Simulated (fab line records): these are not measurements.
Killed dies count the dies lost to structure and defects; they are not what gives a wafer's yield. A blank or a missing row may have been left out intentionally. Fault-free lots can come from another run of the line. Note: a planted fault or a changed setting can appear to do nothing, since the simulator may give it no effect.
fab line records ; flow rit_cmos
[record] lots = 6; wafers = 18; last_day = 6
route steps=202 shown M1@185
lots that met no fault: taken from a fault-free run of the same line
start_h: hours from the record's opening day to when the first of the lot's shown wafers began ; wait_h: time in hours since the lot's previous step ; " repeats the value in the row above ; L1.1+2: a single row standing in for several wafers ; - value missing, or start not given ; * or withheld: withheld ; < > ~ a bound
route shown NAME@n: names a module that has steps shown in the file, with the first one's number in the route ; usual: mean/standard deviation taken from wafers without a fault ; same: alike in all rows ; chamber/n: place in a boat ; sites: the reading at each site ; _std_site: the standard deviation of these ; _edge_site: inner sites' mean taken away from outer sites' mean ; radius_mm: for every site, how far away it sits from the centre of the wafer ; mask NAME#n: copy n ; behind: the most recent tool/chamber to have shaped the wafer ; hold: why the lot was held/for how many hours/how that ended ; device: transistor that didn't switch, given as n, p or np ; end of line: the route-end tests of the same wafers ; a step with no rows: only its recipe ; killed: count of dies lost to structure and defects at first sort (not the wafer's yield) ; map: a wafer's dies, marking killed ones x, the rest . and places with no die _
set.NAME: the setting that was run; set.NAME@STEP: the one run at that earlier step ; model.NAME: the simulator's own value behind a step, which no gauge read
lots at selected steps of the route; one table per step, one row per wafer
services: from which hour (start_h, from the record's first day; less than 0 if before it) a tool's chamber was out of use, for how many hours, and why
[[steps]]
[step RIT_M1_RS_MEAS_01]
[recipe] thk_meas_gauge = four-point-probe; reads = Al_of_M1_SPUTTER_00
[usual] M1_AL_RS = 0.0729/0.00064
lot.wafer;tool;chamber;start_h;wait_h;M1_AL_RS[ohm/sq]
L174.1;film_metro-02;-;64.18;0.1;0.0729
L174.2;film_metro-02;-;64.18;0.1;0.0745
L174.4;film_metro-02;-;64.18;0.1;0.0734
L177.1;film_metro-04;-;80.26;0.1;0.0731
L177.2;film_metro-04;-;80.26;0.1;0.0731
L177.6;film_metro-04;-;80.26;0.1;0.0730
L180.1;film_metro-02;-;103.00;0.2;0.0729
L180.3;film_metro-02;-;103.00;0.2;0.0726
L180.6;film_metro-02;-;103.00;0.2;0.0723
L181.2;film_metro-04;-;105.60;0.2;0.0730
L181.4;film_metro-04;-;105.60;0.2;0.0724
L181.5;film_metro-04;-;105.60;0.2;0.0719
L184.3;film_metro-02;-;123.01;0.2;0.0725
L184.4;film_metro-02;-;123.01;0.2;0.0723
L184.5;film_metro-02;-;123.01;0.2;0.0717
L189.1;film_metro-01;-;139.57;0.1;0.0728
L189.5;film_metro-01;-;139.57;0.1;0.0734
L189.6;film_metro-01;-;139.57;0.1;0.0724
[step RIT_M1_THK_MEAS_02]
[recipe] thk_meas_gauge = xrf; reads = Al_of_M1_SPUTTER_00
[usual] M1_AL_THK = 397/3.8
lot.wafer;tool;chamber;start_h;wait_h;M1_AL_THK[nm]
L174.1;film_metro-02;-;64.30;0.1;397
L174.2;film_metro-02;-;64.30;0.1;388
L174.4;film_metro-02;-;64.30;0.1;396
L177.1;film_metro-04;-;80.38;0.1;393
L177.2;film_metro-04;-;80.38;0.1;394
L177.6;film_metro-04;-;80.38;0.1;394
L180.1;film_metro-02;-;103.12;0.1;397
L180.3;film_metro-02;-;103.12;0.1;396
L180.6;film_metro-02;-;103.12;0.1;399
L181.2;film_metro-04;-;105.71;0.1;395
L181.4;film_metro-04;-;105.71;0.1;399
L181.5;film_metro-04;-;105.71;0.1;402
L184.3;film_metro-02;-;123.11;0.1;398
L184.4;film_metro-02;-;123.11;0.1;401
L184.5;film_metro-02;-;123.11;0.1;407
L189.1;film_metro-01;-;139.69;0.1;398
L189.5;film_metro-01;-;139.69;0.1;395
L189.6;film_metro-01;-;139.69;0.1;402
[step RIT_M1_HMDS_03]
[recipe] prime_time_s = 60; prime_temp_c = 140
[step RIT_M1_COAT_04]
[recipe] resist = NOVOLAK; spin_rpm = 2000; resist_thk_nm = 1300
[step RIT_M1_SOFTBAKE_05]
[recipe] resist = NOVOLAK; temp_c = 90; time_s = 60
[step RIT_M1_EXPOSE_06]
[recipe] mask_id = M12; na = 0.6; source_shape = conventional; sigma_outer = 0.5; target_cd_nm = 2600; dose_mj = 250
[step RIT_M1_PEB_07]
[recipe] resist = NOVOLAK; temp_c = withheld; time_s = withheld
[step RIT_M1_DEVELOP_08]
[recipe] resist = NOVOLAK; develop_time_s = 68; dev_temp_c = 23
[step RIT_M1_CD_MEAS_09]
[recipe] target_cd_nm = 2600
[usual] cd_nm = 2600.3/2.3
lot.wafer;tool;chamber;start_h;wait_h;cd_nm
L174.1;cd_sem-01;-;65.31;-;2597.8
L174.2;cd_sem-01;-;65.31;-;2599.3
L174.4;cd_sem-01;-;65.31;-;2598.2
L177.1;cd_sem-02;-;81.44;-;2601.5
L177.2;cd_sem-02;-;81.44;-;2602.7
L177.6;cd_sem-02;-;81.44;-;2601.0
L180.1;cd_sem-01;-;104.29;-;2598.5
L180.3;cd_sem-01;-;104.29;-;2598.5
L180.6;cd_sem-01;-;104.29;-;2596.5
L181.2;cd_sem-02;-;106.78;-;2601.9
L181.4;cd_sem-02;-;106.78;-;2601.2
L181.5;cd_sem-02;-;106.78;-;2604.7
L184.3;cd_sem-02;-;124.27;-;2597.4
L184.4;cd_sem-02;-;124.27;-;2598.0
L184.5;cd_sem-02;-;124.27;-;2597.5
L189.1;cd_sem-02;-;140.63;-;2601.8
L189.5;cd_sem-02;-;140.63;-;2601.2
L189.6;cd_sem-02;-;140.63;-;2600.3
[step RIT_M1_OVL_MEAS_10]
[usual] M1_OVL = -0.6/1.5
lot.wafer;tool;chamber;start_h;wait_h;M1_OVL[nm]
L174.1;overlay-01;-;65.43;0.1;0.8
L174.2;overlay-01;-;65.43;0.1;1.5
L174.4;overlay-01;-;65.43;0.1;0.4
L177.1;overlay-02;-;81.56;0.1;-2.7
L177.2;overlay-02;-;81.56;0.1;-0.7
L177.6;overlay-02;-;81.56;0.1;-0.4
L180.1;overlay-02;-;104.41;0.1;1.5
L180.3;overlay-02;-;104.41;0.1;1.8
L180.6;overlay-02;-;104.41;0.1;1.9
L181.2;overlay-01;-;106.89;0.1;0.7
L181.4;overlay-01;-;106.89;0.1;2.2
L181.5;overlay-01;-;106.89;0.1;1.7
L184.3;overlay-01;-;124.36;0.1;-0.4
L184.4;overlay-01;-;124.36;0.1;-0.3
L184.5;overlay-01;-;124.36;0.1;-0.3
L189.1;overlay-01;-;140.75;0.1;1.6
L189.5;overlay-01;-;140.75;0.1;0.4
L189.6;overlay-01;-;140.75;0.1;-0.3
[step RIT_M1_HARDBAKE_11]
[recipe] resist = NOVOLAK; temp_c = 140; time_s = 120
[step RIT_M1_METAL_ETCH_12]
[recipe] stop_on = SiO2; chemistry = Cl2/BCl3; target = Al; time_s = 165; over_etch_frac = 0.5; pressure_mtorr = 100; target_depth_a = 6000; rf_w = 250; Cl2_flow_sccm = 60; bcl3_flow_sccm = 50
[usual] drypump_motor_current_A = 5.61/0.12; oes_product_au = 0.777/0.013; rf_fwd_power_W = 249.1/0.74; throttle_valve_pct = 8.34/0.073
lot.wafer;tool;chamber;start_h;wait_h;drypump_motor_current_A;oes_product_au;rf_fwd_power_W;rf_hours_counter_h;throttle_valve_pct
L174.1;rie_metal-01;0;65.72;0.2;5.69;0.768;249.1;4.5;8.37
L174.2;rie_metal-01;1;65.72;0.2;5.54;0.762;249.6;4.1;8.25
L174.4;rie_metal-01;0;65.72;0.2;5.68;0.761;248.7;-;8.39
L177.1;rie_metal-03;0;81.85;0.2;5.44;0.758;249.3;2.3;8.27
L177.2;rie_metal-03;1;81.85;0.2;5.62;0.796;249.9;2.3;8.46
L177.6;rie_metal-03;0;81.85;0.2;5.41;0.768;249.1;-;8.29
L180.1;rie_metal-03;1;104.70;0.2;5.58;0.799;250.0;2.5;8.46
L180.3;rie_metal-03;1;104.70;0.2;5.60;0.802;248.3;-;8.44
L180.6;rie_metal-03;1;104.70;0.2;5.60;0.796;248.9;-;8.45
L181.2;rie_metal-01;1;107.17;0.2;5.55;0.775;250.3;4.7;8.24
L181.4;rie_metal-01;1;107.17;0.2;5.52;0.777;250.2;-;8.23
L181.5;rie_metal-01;1;107.17;0.2;5.54;0.783;250.0;-;8.24
L184.3;rie_metal-01;0;124.73;0.2;5.67;0.764;248.6;-;8.38
L184.4;rie_metal-01;1;124.73;0.2;5.53;0.786;249.4;-;8.24
L184.5;rie_metal-01;0;124.73;0.2;5.70;0.778;248.1;-;8.38
L189.1;rie_metal-03;1;141.04;0.2;5.61;0.796;248.4;3.1;8.44
L189.5;rie_metal-03;1;141.04;0.2;5.62;0.802;249.2;-;8.46
L189.6;rie_metal-03;0;141.04;0.2;5.43;0.765;248.3;-;8.28
[step RIT_M1_STRIP_13]
[recipe] chemistry = nmp; resist = NOVOLAK; temp_c = 80; time_s = 600; dry = n2_spin
[usual] bath_heat_duty_pct = 17.5/2; run_length_s = 628/3
lot.wafer;tool;chamber;start_h;wait_h;bath_heat_duty_pct;run_length_s
L174.1;wet_bench-03;2;65.88;0.1;16.3;629
L174.2;wet_bench-03;2;65.88;0.1;14.1;629
L174.4;wet_bench-03;2;65.88;0.1;15.4;629
L177.1;wet_bench-03;3;82.01;0.1;18.1;579
L177.2;wet_bench-03;3;82.01;0.1;17.5;579
L177.6;wet_bench-03;3;82.01;0.1;16.1;579
L180.1;wet_bench-03;3;104.86;0.1;17.3;579
L180.3;wet_bench-03;3;104.86;0.1;16.2;579
L180.6;wet_bench-03;3;104.86;0.1;17.0;579
L181.2;wet_bench-02;2;107.33;0.1;17.8;626
L181.4;wet_bench-02;2;107.33;0.1;16.0;626
L181.5;wet_bench-02;2;107.33;0.1;18.0;626
L184.3;wet_bench-02;0;124.84;0.1;15.4;626
L184.4;wet_bench-02;0;124.84;0.1;15.9;626
L184.5;wet_bench-02;0;124.84;0.1;16.4;626
L189.1;wet_bench-01;3;141.20;0.1;15.3;627
L189.5;wet_bench-01;3;141.20;0.1;16.3;627
L189.6;wet_bench-01;3;141.20;0.1;16.1;627
[step RIT_M1_STRIP_14]
[recipe] chemistry = O2; time_s = 180; platen_temp_c = withheld; power_w = 500; pressure_mtorr = 4000; o2_flow_sccm = 4000
[usual] drypump_motor_current_A = 5.5/0.39; run_length_s = 208.0/0.39
lot.wafer;tool;chamber;start_h;wait_h;drypump_motor_current_A;rf_hours_counter_h;run_length_s
L174.1;plasma_asher-03;0;66.05;0.0;5.9;42;207.5
L174.2;plasma_asher-03;1;66.05;0.0;4.9;42;207.9
L174.4;plasma_asher-03;1;66.05;0.0;5.0;-;207.7
L177.1;plasma_asher-04;0;82.19;0.0;5.9;43;207.9
L177.2;plasma_asher-04;1;82.19;0.0;5.2;43;208.5
L177.6;plasma_asher-04;1;82.19;0.0;5.2;-;208.2
L180.1;plasma_asher-03;0;105.04;0.0;5.9;46;207.8
L180.3;plasma_asher-03;0;105.04;0.0;5.9;-;208.0
L180.6;plasma_asher-03;0;105.04;0.0;5.9;-;207.6
L181.2;plasma_asher-04;1;107.50;0.0;5.2;46;207.9
L181.4;plasma_asher-04;1;107.50;0.0;5.2;-;208.0
L181.5;plasma_asher-04;0;107.50;0.0;5.9;-;207.3
L184.3;plasma_asher-03;0;125.07;0.1;5.9;-;207.5
L184.4;plasma_asher-03;1;125.07;0.1;5.0;-;208.1
L184.5;plasma_asher-03;0;125.07;0.1;5.9;-;207.9
L189.1;plasma_asher-02;1;141.38;0.0;5.4;36;208.4
L189.5;plasma_asher-02;0;141.38;0.0;5.3;-;208.6
L189.6;plasma_asher-02;1;141.38;0.0;5.4;-;208.9
[step RIT_M1_PROBE_99]
[usual] defect_limited_yield = 97.4/1; killed_at_contacts = 0.1/0.31; killed_at_front_end = 6.8/2.7; killed_dies = 6.9/2.7; killed_open = 3.3/1.8; killed_short = 3.5/1.8; sort_bin_3_pad_short = 0.2/0.23; sort_bin_5_function = 1.5/0.86; sort_bin_6_memory = 1.0/0.61; sort_n_pass = 257.1/2.7; sort_yield_pct = 97.4/1
[same] gross_dies = 264; killed_at_M0_to_M3 = 0; killed_at_M4_up = 0; killed_at_back_side = 0; killed_at_other = 0
lot.wafer;tool;chamber;start_h;wait_h;defect_limited_yield[%];killed_at_contacts;killed_at_front_end;killed_dies;killed_open;killed_short;sort_bin_3_pad_short[%];sort_bin_5_function[%];sort_bin_6_memory[%];sort_n_pass;sort_yield_pct[%]
L174.1;prober-01;-;67.97;0.1;97.7;0;6;6;4;2;0.4;1.1;0.8;258.0;97.7
L174.2;prober-01;-;68.02;0.1;97.7;0;6;6;2;4;0;1.1;1.1;258.0;97.7
L174.4;prober-01;-;68.12;0.2;98.5;0;4;4;2;2;0;0.4;1.1;260.0;98.5
L177.1;prober-02;-;86.43;0.1;97.3;0;7;7;1;6;0.4;1.1;1.1;257.0;97.3
L177.2;prober-02;-;86.48;0.1;96.2;0;10;10;5;5;0;1.9;1.9;254.0;96.2
L177.6;prober-02;-;86.68;0.2;96.6;0;9;9;3;6;0.4;1.9;1.1;255.0;96.6
L180.1;prober-01;-;106.95;0.1;97.3;0;7;7;4;3;0.4;1.1;1.1;257.0;97.3
L180.3;prober-01;-;107.05;0.2;97.0;0;8;8;3;5;0.8;1.1;1.1;256.0;97.0
L180.6;prober-01;-;107.20;0.2;97.0;0;8;8;3;5;0;1.1;1.9;256.0;97.0
L181.2;prober-01;-;109.81;0.1;96.6;1;8;9;4;5;0.4;2.3;0.8;255.0;96.6
L181.4;prober-01;-;109.91;0.2;98.1;0;5;5;2;3;0;0.4;1.5;259.0;98.1
L181.5;prober-01;-;109.96;0.2;98.1;0;5;5;2;3;0;0.8;1.1;259.0;98.1
L184.3;prober-02;-;127.08;0.2;97.0;0;8;8;5;3;0.4;1.1;1.5;256.0;97.0
L184.4;prober-02;-;127.13;0.2;98.1;0;5;5;4;1;0;1.5;0.4;259.0;98.1
L184.5;prober-02;-;127.18;0.2;98.5;0;4;4;2;2;0;1.5;0;260.0;98.5
L189.1;prober-01;-;143.44;0.1;98.1;0;5;5;4;1;0;0.8;1.1;259.0;98.1
L189.5;prober-01;-;143.64;0.2;96.6;0;9;9;6;3;0.4;2.3;0.8;255.0;96.6
L189.6;prober-01;-;143.69;0.2;97.0;0;8;8;2;6;0.4;1.1;1.5;256.0;97.0
// killed by level:class
L174.1 GATE:geometric_particle:short=2 GATE:geometric_particle:open=2 FOX1:geometric_particle:open=1 SILICIDE:geometric_particle:open=1
L174.2 FOX1:geometric_particle:short=1 GATE:geometric_particle:short=1 REOX:geometric_particle:short=1 SPACER:geometric_particle:short=1 SPACER:geometric_particle:open=1 SILICIDE:geometric_particle:open=1
L174.4 FOX1:geometric_particle:open=1 FOX2:geometric_particle:open=1 GATE:geometric_particle:short=1 SPACER:geometric_particle:short=1
L177.1 GATE:geometric_particle:short=3 ACTIVE:geometric_particle:short=1 SPACER:geometric_particle:open=1 SPACER:geometric_particle:short=1 SILICIDE:geometric_particle:short=1
L177.2 GATE:geometric_particle:open=4 GATE:geometric_particle:short=2 REOX:geometric_particle:short=2 FOX1:geometric_particle:open=1 FOX1:geometric_particle:short=1
L177.6 GATE:geometric_particle:short=4 FOX2:geometric_particle:short=2 REOX:geometric_particle:open=2 GATE:geometric_particle:open=1
L180.1 GATE:geometric_particle:open=4 FOX1:geometric_particle:short=1 FOX2:geometric_particle:short=1 SILICIDE:geometric_particle:short=1
L180.3 FOX1:geometric_particle:short=2 GATE:geometric_particle:short=2 FOX1:geometric_particle:open=1 GATE:geometric_particle:open=1 REOX:geometric_particle:short=1 SILICIDE:geometric_particle:open=1
L180.6 REOX:geometric_particle:short=3 SILICIDE:geometric_particle:open=2 GATE:geometric_particle:short=1 SPACER:geometric_particle:open=1 SILICIDE:geometric_particle:short=1
L181.2 FOX1:geometric_particle:open=2 SILICIDE:geometric_particle:short=2 FOX1:geometric_particle:short=1 FOX2:geometric_particle:short=1 GATE:geometric_particle:open=1 SILICIDE:geometric_particle:open=1 CONTACT:geometric_particle:short=1
L181.4 FOX1:geometric_particle:short=1 GATE:geometric_particle:short=1 GATE:geometric_particle:open=1 SILICIDE:geometric_particle:short=1 SILICIDE:geometric_particle:open=1
L181.5 FOX1:geometric_particle:short=2 GATE:geometric_particle:open=1 REOX:geometric_particle:short=1 SPACER:geometric_particle:open=1
L184.3 GATE:geometric_particle:open=3 GATE:geometric_particle:short=2 REOX:geometric_particle:open=1 SPACER:geometric_particle:open=1 SPACER:geometric_particle:short=1
L184.4 GATE:geometric_particle:open=2 FOX2:geometric_particle:open=1 SPACER:geometric_particle:open=1 SILICIDE:geometric_particle:short=1
L184.5 GATE:geometric_particle:open=2 REOX:geometric_particle:short=1 SILICIDE:geometric_particle:short=1
L189.1 SILICIDE:geometric_particle:open=2 FOX2:geometric_particle:open=1 GATE:geometric_particle:short=1 GATE:geometric_particle:open=1
L189.5 REOX:geometric_particle:short=2 SILICIDE:geometric_particle:open=2 ACTIVE:geometric_particle:open=1 FOX2:geometric_particle:open=1 GATE:geometric_particle:open=1 REOX:geometric_particle:open=1 SILICIDE:geometric_particle:short=1
L189.6 GATE:geometric_particle:short=4 GATE:geometric_particle:open=2 REOX:geometric_particle:short=1 SPACER:geometric_particle:short=1
[[services]]
tool;chamber;start_h;hours;kind
rie_metal-03;-;51.85;28.2;repair
plasma_asher-04;-;116.28;1.5;repair
rie_metal-01;-;123.17;0.8;repair
[[key]]
[first_sign] step = RIT_M1_STRIP_13; reading = run_length_s; direction = down; sigmas = 16; usual = *; struck = *
effect none on later readings
met_at RIT_M1_STRIP_13
struck_wafers L177.1,L177.2,L177.6,L180.1,L180.3,L180.6
[fault] kind = process_parameter_drift; tool = wet_bench-03; chamber = 3; onset_h = 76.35; steps = RIT_M1_STRIP_13; channel = time_s; offset = *; shape = step; end_h = 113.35; acts_in = *; stated = *
